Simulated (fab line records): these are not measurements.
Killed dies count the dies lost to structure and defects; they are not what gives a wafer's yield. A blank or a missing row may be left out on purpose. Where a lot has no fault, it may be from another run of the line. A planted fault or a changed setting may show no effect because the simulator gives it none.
fab line records	flow rit-cmos
[record] lots = 7	wafers = 21	last-day = 7
route steps=202 shown GATE@94 REOX@98 NLDD@103 M1@202
lots that met no fault: taken from a fault-free run of the same line
start-h: hours from the record's opening day to when the first of the lot's shown wafers began	wait-h: hours from the lot's prior step to this one	" identical to the entry in the row above	L1.1+2: one row covering several wafers at once	- either no value or no given start	* or withheld: withheld	< > ~ a bound
route shown NAME@n: NAME is a module with steps in the file, n the number in the route of the first one	usual: the fault-free wafers' mean and standard deviation	same: alike in all rows	chamber/n: place in a boat	sites: readings site by site	_std_site: the values' standard deviation	_edge_site: inner sites' mean taken away from outer sites' mean	radius-mm: how far each site lies from the wafer's centre	mask NAME#n: copy n	behind: the most recent tool/chamber to have shaped the wafer	hold: what put the lot on hold/how long, in hours/how the hold closed	device: the n, p or np transistor that did not switch	end of line: tests of these same wafers at the route's end	step lacking rows: just its recipe	killed: not the wafer's yield, but the dies lost to structure and defects at the first sort	map: the dies of a wafer, with x for killed, . for not killed, _ for no die there
set.NAME: setting as actually run; set.NAME@STEP: the setting as run at that earlier step	model.NAME: the simulator's own value behind a step, which no gauge read
lots seen at some steps along the route; tables by step, rows by wafer
services: the hour from which a tool's chamber was out of use, counted from the record's first day as start-h (under 0 if before that day), plus the number of hours and why
[[steps]]
[step RIT_GATE_HARDBAKE_18]
[recipe] resist = NOVOLAK	temp-c = 140	time-s = 60
[step RIT_GATE_ETCH_19]
[recipe] chemistry = SF6/CHF3/O2	time-s = 165	SF6_flow_sccm = 30	CHF3_flow_sccm = 30	O2_flow_sccm = 5	target = poly-Si	pressure-mtorr = 40	rf-w = 160	target-depth-a = 3125	over-etch-frac = 0.25	stop-on = SiO2
[usual] drypump-motor-current-A = 5.8/0.45	oes-product-au = 0.851/0.012	throttle-valve-pct = 10.26/0.12
[same] time-s = 165
lot.wafer	tool	chamber	start-h	wait-h	drypump-motor-current-A	oes-product-au	rf-hours-counter-h	throttle-valve-pct
L478.1	rie-si-01	0	38.13	0.1	6.4	0.850	2	10.27
L478.5	"	3	"	"	6.3	0.837	-	10.17
L478.6	"	0	"	"	6.4	0.850	-	10.26
L482.1	rie-si-01	2	58.00	0.1	5.8	0.852	29	10.21
L482.3	"	1	"	"	6.1	0.865	56	10.03
L482.6	"	2	"	"	5.8	0.865	-	10.21
L491.1	rie-si-02	2	104.03	0.1	5.9	0.835	2	10.30
L491.2	"	3	"	"	5.4	0.851	42	10.31
L491.3	"	0	"	"	5.1	0.847	152	10.29
L492.3	rie-si-01	3	113.14	0.1	6.3	0.837	116	10.18
L492.5	"	2	"	"	5.8	0.862	-	10.23
L492.6	"	3	"	"	6.3	0.831	-	10.17
L493.1	rie-si-02	1	116.57	0.1	5.3	0.863	0	10.51
L493.4	"	3	"	"	5.4	0.882	-	10.28
L493.5	"	2	"	"	5.9	0.855	-	10.30
L498.1	rie-si-01	3	136.93	0.1	6.2	0.859	117	10.16
L498.2	"	1	"	"	6.1	0.874	57	10.04
L498.3	"	0	"	"	6.4	0.860	2	10.27
L501.4	rie-si-02	1	151.40	0.1	5.2	0.848	0	10.50
L501.5	"	0	"	"	5.1	0.847	-	10.30
L501.6	"	1	"	"	5.2	0.854	-	10.49
[step RIT_GATE_STRIP_20]
[recipe] chemistry = O2	time-s = 180	resist = NOVOLAK	platen-temp-c = withheld	power-w = 500	pressure-mtorr = 4000	o2-flow-sccm = 4000
[usual] drypump-motor-current-A = 5.9/0.49
[same] time-s = 180
lot.wafer	tool	chamber	start-h	wait-h	drypump-motor-current-A	rf-hours-counter-h
L478.1	plasma-asher-01	0	38.23	0.1	6.3	36
L478.5	"	0	"	"	6.3	-
L478.6	"	1	"	"	6.1	-
L482.1	plasma-asher-01	0	58.11	0.1	6.3	38
L482.3	"	0	"	"	6.3	-
L482.6	"	1	"	"	6.0	-
L491.1	plasma-asher-04	0	104.14	0.1	5.0	46
L491.2	"	1	"	"	6.3	46
L491.3	"	1	"	"	6.2	-
L492.3	plasma-asher-04	1	113.30	0.1	6.3	-
L492.5	"	0	"	"	5.0	-
L492.6	"	1	"	"	6.3	-
L493.1	plasma-asher-04	1	116.68	0.1	6.3	48
L493.4	"	1	"	"	6.3	-
L493.5	"	0	"	"	5.0	-
L498.1	plasma-asher-03	1	137.04	0.1	6.0	51
L498.2	"	0	"	"	5.9	51
L498.3	"	1	"	"	6.1	-
L501.4	plasma-asher-04	1	151.57	0.1	6.3	-
L501.5	"	1	"	"	6.3	-
L501.6	"	0	"	"	5.0	-
[step RIT_GATE_CD_MEAS_90]
[recipe] target-cd-nm = 150
[usual] cd-nm = 151.1/2.6
lot.wafer	tool	chamber	start-h	wait-h	cd-nm
L478.1	cd-sem-01	-	38.41	0.1	149.4
L478.5	"	-	"	"	148.4
L478.6	"	-	"	"	151.5
L482.1	cd-sem-02	-	58.28	0.1	152.4
L482.3	"	-	"	"	152.0
L482.6	"	-	"	"	152.4
L491.1	cd-sem-01	-	104.31	0.1	149.5
L491.2	"	-	"	"	148.7
L491.3	"	-	"	"	149.2
L492.3	cd-sem-02	-	113.46	0.1	153.0
L492.5	"	-	"	"	149.0
L492.6	"	-	"	"	151.1
L493.1	cd-sem-02	-	116.85	0.1	154.7
L493.4	"	-	"	"	155.4
L493.5	"	-	"	"	150.9
L498.1	cd-sem-02	-	137.21	0.1	147.9
L498.2	"	-	"	"	149.4
L498.3	"	-	"	"	147.1
L501.4	cd-sem-02	-	151.74	0.1	150.7
L501.5	"	-	"	"	151.1
L501.6	"	-	"	"	150.3
[step RIT_REOX_CLEAN_00]
[recipe] chemistry = SC1	mix = 3:3:50	time-s = 600	temp-c = 75
[step RIT_REOX_CLEAN_01]
[recipe] chemistry = dHF	dilution = 50:1	time-s = 30
[step RIT_REOX_CLEAN_02]
[recipe] chemistry = SC2	mix = 3:3:50	time-s = 600	temp-c = 75	dry = n2-spin
[step RIT_REOX_OXIDATION_03]
[recipe] temp-c = 900	ambient = O2	target-thk-a = 252	ox-time-s = 5580
[step RIT_REOX_THK_MEAS_04]
[recipe] reads = SiO2_of_REOX_OXIDATION_03
[usual] REOX_OXIDE_THK = 25.4/0.43
lot.wafer	tool	chamber	start-h	wait-h	REOX_OXIDE_THK[nm]
L478.1	film-metro-03	-	41.46	0.0	25.1
L478.5	"	-	"	"	25.2
L478.6	"	-	"	"	25.4
L482.1	film-metro-01	-	61.41	0.0	25.6
L482.3	"	-	"	"	25.8
L482.6	"	-	"	"	25.5
L491.1	film-metro-03	-	107.42	0.0	25.7
L491.2	"	-	"	"	25.4
L491.3	"	-	"	"	25.3
L492.3	film-metro-03	-	117.53	0.0	25.9
L492.5	"	-	"	"	26.1
L492.6	"	-	"	"	25.8
L493.1	film-metro-01	-	119.92	0.0	24.7
L493.4	"	-	"	"	24.7
L493.5	"	-	"	"	24.7
L498.1	film-metro-02	-	140.51	0.0	25.4
L498.2	"	-	"	"	25.8
L498.3	"	-	"	"	25.5
L501.4	film-metro-01	-	155.89	0.0	25.6
L501.5	"	-	"	"	25.6
L501.6	"	-	"	"	25.5
[step RIT_NLDD_HMDS_00]
[recipe] prime-time-s = 60	prime-temp-c = 140
[step RIT_NLDD_COAT_01]
[recipe] resist = NOVOLAK	spin-rpm = 3250	resist-thk-nm = 1000
[step RIT_NLDD_SOFTBAKE_02]
[recipe] resist = NOVOLAK	temp-c = 90	time-s = 60
[step RIT_NLDD_EXPOSE_03]
[recipe] mask-id = M7	na = 0.57	target-cd-nm = 40700	dose-mj = 250
[usual] focus-offset-nm = 0.1/0.53
lot.wafer	tool	chamber	start-h	wait-h	mask	focus-offset-nm	model.NLDD.overlay-x-nm
L478.1	iline-stepper-01	0	41.97	0.1	M7#0	-0.6	-1.139
L478.5	"	0	"	"	M7#0	-0.2	-1.139
L478.6	"	0	"	"	M7#0	0.2	-1.139
L482.1	iline-stepper-01	0	62.11	0.2	M7#0	0.5	2.109
L482.3	"	0	"	"	M7#0	0.5	2.109
L482.6	"	0	"	"	M7#0	0.8	2.109
L491.1	iline-stepper-01	0	108.06	0.2	M7#0	-0.2	-298.8
L491.2	"	0	"	"	M7#0	0.5	-298.8
L491.3	"	0	"	"	M7#0	0.4	-298.8
L492.3	iline-stepper-01	0	118.06	0.1	M7#0	-0.3	-297.6
L492.5	"	0	"	"	M7#0	-1.2	-297.6
L492.6	"	0	"	"	M7#0	-0.3	-297.6
L493.1	iline-stepper-01	0	120.43	0.1	M7#0	0.3	-300.7
L493.4	"	0	"	"	M7#0	-0.2	-300.7
L493.5	"	0	"	"	M7#0	0.6	-300.7
L498.1	iline-stepper-02	0	141.14	0.2	M7#0	-0.2	0.9932
L498.2	"	0	"	"	M7#0	-0.2	0.9932
L498.3	"	0	"	"	M7#0	0.3	0.9932
L501.4	iline-stepper-02	0	156.55	0.2	M7#0	0.4	-0.861
L501.5	"	0	"	"	M7#0	-0.4	-0.861
L501.6	"	0	"	"	M7#0	0.7	-0.861
[step RIT_NLDD_PEB_04]
[recipe] resist = NOVOLAK	temp-c = withheld	time-s = withheld
[step RIT_NLDD_DEVELOP_05]
[recipe] resist = NOVOLAK	develop-time-s = 50	dev-temp-c = 23
[step RIT_NLDD_OVL_MEAS_06]
[usual] NLDD_OVL = 0.3/1.3
lot.wafer	tool	chamber	start-h	wait-h	NLDD_OVL[nm]
L478.1	overlay-01	-	42.37	-	-2.6
L478.5	"	-	"	"	-1.4
L478.6	"	-	"	"	-2.1
L482.1	overlay-01	-	62.51	-	2.0
L482.3	"	-	"	"	1.9
L482.6	"	-	"	"	1.7
L491.1	overlay-02	-	108.46	-	-300.7
L491.2	"	-	"	"	-298.5
L491.3	"	-	"	"	-299.3
L492.3	overlay-01	-	118.43	-	-298.9
L492.5	"	-	"	"	-299.8
L492.6	"	-	"	"	-298.5
L493.1	overlay-02	-	120.83	-	-301.3
L493.4	"	-	"	"	-300.7
L493.5	"	-	"	"	-300.3
L498.1	overlay-01	-	141.54	-	1.5
L498.2	"	-	"	"	0.4
L498.3	"	-	"	"	1.9
L501.4	overlay-01	-	156.91	-	0.3
L501.5	"	-	"	"	-1.0
L501.6	"	-	"	"	-0.9
[step RIT_NLDD_HARDBAKE_07]
[recipe] resist = NOVOLAK	temp-c = 140	time-s = 60
[step RIT_M1_PROBE_99]
[usual] killed-at-contacts = 0.1/0.24	killed-at-front-end = 7/3.1	killed-dies = 7/3.1	killed-open = 3.6/2.1	killed-short = 3.2/2
[same] gross-dies = 264	killed_at_M0_to_M3 = 0	killed_at_M4_up = 0	killed-at-back-side = 0	killed-at-other = 0
lot.wafer	tool	chamber	start-h	wait-h	killed-at-contacts	killed-at-front-end	killed-dies	killed-open	killed-short	model.etest.nldd.width-nm	model.etest.nldd.line-ohm-um
L478.1	prober-02	-	57.93	0.1	0	4	4	2	2	3147	123.1
L478.5	prober-02	-	58.13	0.2	0	5	5	4	1	3154	123
L478.6	prober-02	-	58.18	0.2	0	8	8	3	5	3189	122.9
L482.1	prober-02	-	78.46	0.1	0	5	5	3	2	3194	120.4
L482.3	prober-02	-	78.56	0.2	0	3	3	2	1	3164	122.6
L482.6	prober-02	-	78.71	0.2	0	8	8	5	3	3168	119.4
L491.1	prober-01	-	124.50	0.1	0	4	4	1	3	2965	130
L491.2	prober-01	-	124.55	0.1	0	8	8	4	4	2957	128.8
L491.3	prober-01	-	124.60	0.2	0	7	7	3	4	2974	128.6
L492.3	prober-02	-	133.97	0.2	0	16	16	6	10	2947	128
L492.5	prober-02	-	134.07	0.2	0	3	3	0	3	2966	133.1
L492.6	prober-02	-	134.12	0.2	0	7	7	4	3	2951	129.6
L493.1	prober-01	-	136.28	0.1	0	3	3	2	1	2969	120
L493.4	prober-01	-	136.43	0.2	1	5	6	1	5	2951	117.4
L493.5	prober-01	-	136.48	0.2	0	4	4	4	0	2980	117.7
L498.1	prober-02	-	157.48	0.1	0	5	5	3	2	3176	125.4
L498.2	prober-02	-	157.53	0.1	0	6	6	2	4	3135	130.6
L498.3	prober-02	-	157.58	0.2	0	12	12	6	6	3173	127.2
L501.4	prober-01	-	173.01	0.2	0	10	10	6	4	3174	124.2
L501.5	prober-01	-	173.06	0.2	0	10	10	8	2	3197	125.1
L501.6	prober-01	-	173.11	0.2	0	5	5	4	1	3180	125.5
// killed by level:class
L478.1 REOX:geometric-particle:short=1 SPACER:geometric-particle:open=1 SPACER:geometric-particle:short=1 SILICIDE:geometric-particle:open=1
L478.5 FOX1:geometric-particle:open=1 FOX2:geometric-particle:open=1 GATE:geometric-particle:short=1 GATE:geometric-particle:open=1 SILICIDE:geometric-particle:open=1
L478.6 FOX1:geometric-particle:short=2 GATE:geometric-particle:open=2 GATE:geometric-particle:short=1 REOX:geometric-particle:open=1 REOX:geometric-particle:short=1 SPACER:geometric-particle:short=1
L482.1 FOX1:geometric-particle:short=1 FOX2:geometric-particle:short=1 FOX2:geometric-particle:open=1 REOX:geometric-particle:open=1 SPACER:geometric-particle:open=1
L482.3 FOX1:geometric-particle:open=1 FOX1:geometric-particle:short=1 SPACER:geometric-particle:open=1
L482.6 GATE:geometric-particle:open=3 GATE:geometric-particle:short=2 FOX1:geometric-particle:open=1 SILICIDE:geometric-particle:open=1 SILICIDE:geometric-particle:short=1
L491.1 FOX1:geometric-particle:short=1 GATE:geometric-particle:short=1 GATE:geometric-particle:open=1 SILICIDE:geometric-particle:short=1
L491.2 GATE:geometric-particle:open=4 GATE:geometric-particle:short=4
L491.3 GATE:geometric-particle:short=2 SPACER:geometric-particle:short=2 FOX1:geometric-particle:open=1 GATE:geometric-particle:open=1 SILICIDE:geometric-particle:open=1
L492.3 SILICIDE:geometric-particle:short=4 GATE:geometric-particle:short=3 GATE:geometric-particle:open=2 REOX:geometric-particle:short=2 SPACER:geometric-particle:open=2 FOX2:geometric-particle:short=1 REOX:geometric-particle:open=1 SILICIDE:geometric-particle:open=1
L492.5 REOX:geometric-particle:short=2 SILICIDE:geometric-particle:short=1
L492.6 GATE:geometric-particle:open=3 FOX1:geometric-particle:short=1 FOX1:geometric-particle:open=1 REOX:geometric-particle:short=1 SPACER:geometric-particle:short=1
L493.1 GATE:geometric-particle:short=1 GATE:geometric-particle:open=1 REOX:geometric-particle:open=1
L493.4 REOX:geometric-particle:short=3 GATE:geometric-particle:short=1 SPACER:geometric-particle:open=1 CONTACT:geometric-particle:short=1
L493.5 FOX1:geometric-particle:open=2 GATE:geometric-particle:open=1 REOX:geometric-particle:open=1
L498.1 GATE:geometric-particle:open=2 GATE:geometric-particle:short=1 REOX:geometric-particle:short=1 SILICIDE:geometric-particle:open=1
L498.2 FOX2:geometric-particle:short=2 FOX2:geometric-particle:open=1 GATE:geometric-particle:open=1 REOX:geometric-particle:short=1 SPACER:geometric-particle:short=1
L498.3 FOX1:geometric-particle:open=3 REOX:geometric-particle:short=3 GATE:geometric-particle:open=2 FOX1:geometric-particle:short=1 REOX:geometric-particle:open=1 SPACER:geometric-particle:short=1 SILICIDE:geometric-particle:short=1
L501.4 GATE:geometric-particle:short=3 GATE:geometric-particle:open=3 REOX:geometric-particle:open=3 REOX:geometric-particle:short=1
L501.5 GATE:geometric-particle:open=3 SILICIDE:geometric-particle:open=2 FOX1:geometric-particle:open=1 FOX2:geometric-particle:short=1 REOX:geometric-particle:open=1 REOX:geometric-particle:short=1 SPACER:geometric-particle:open=1
L501.6 GATE:geometric-particle:open=2 REOX:geometric-particle:open=1 SPACER:geometric-particle:open=1 SILICIDE:geometric-particle:short=1
[[services]]
tool	chamber	start-h	hours	kind
plasma-asher-03	-	45.88	4.0	pm
rie-si-02	-	69.16	2.8	pm
rie-si-01	1	69.78	8.5	repair
rie-si-02	1	86.79	-	clean
rie-si-02	1	86.79	19.3	scheduled-down
rie-si-02	1	86.79	19.3	vent-cycle
rie-si-02	0	106.06	-	clean
rie-si-02	0	106.06	17.5	scheduled-down
rie-si-02	0	106.06	17.5	vent-cycle
plasma-asher-03	-	108.71	1.9	repair
plasma-asher-01	-	108.75	9.0	pm
plasma-asher-01	0	108.75	9.0	vent-cycle
plasma-asher-01	1	108.75	9.0	vent-cycle
plasma-asher-01	-	115.26	0.9	repair
plasma-asher-01	0	117.75	-	clean
plasma-asher-01	1	117.75	-	clean
iline-stepper-01	-	130.32	1.7	pm
plasma-asher-03	-	130.36	2.8	pm
iline-stepper-02	-	139.24	1.7	pm
rie-si-01	0	152.64	4.7	repair
rie-si-02	1	154.85	4.2	repair
[[key]]
[first-sign] step = RIT_NLDD_OVL_MEAS_06	reading = NLDD_OVL	direction = down	sigmas = 99+	usual = 0.3	struck = -299.8
effect none on later readings
[model-effect] step = RIT_NLDD_EXPOSE_03	value = NLDD.overlay-x-nm	without = 0.9544	struck = -299
[model-effect] step = RIT_M1_PROBE_99	value = etest.nldd.width-nm	without = 3182	struck = 2962
met-at RIT_NLDD_EXPOSE_03
struck-wafers L491.1,L491.2,L491.3,L492.3,L492.5,L492.6,L493.1,L493.4,L493.5
tester-left-out L491,L492,L493
onset-between 62.11 108.06
[fault] kind = scanner-matching-overlay	tool = iline-stepper-01	chamber = -	onset-h = 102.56	steps = RIT_NLDD_EXPOSE_03	offset = -300
// tester-left-out: of these lots the tester's yield and bins aren't shown, on N5 and GAA mostly nor the transistor test; their killed dies are dies lost to structure and defects alone, not to doping, threshold or leakage, so they don't give the yield
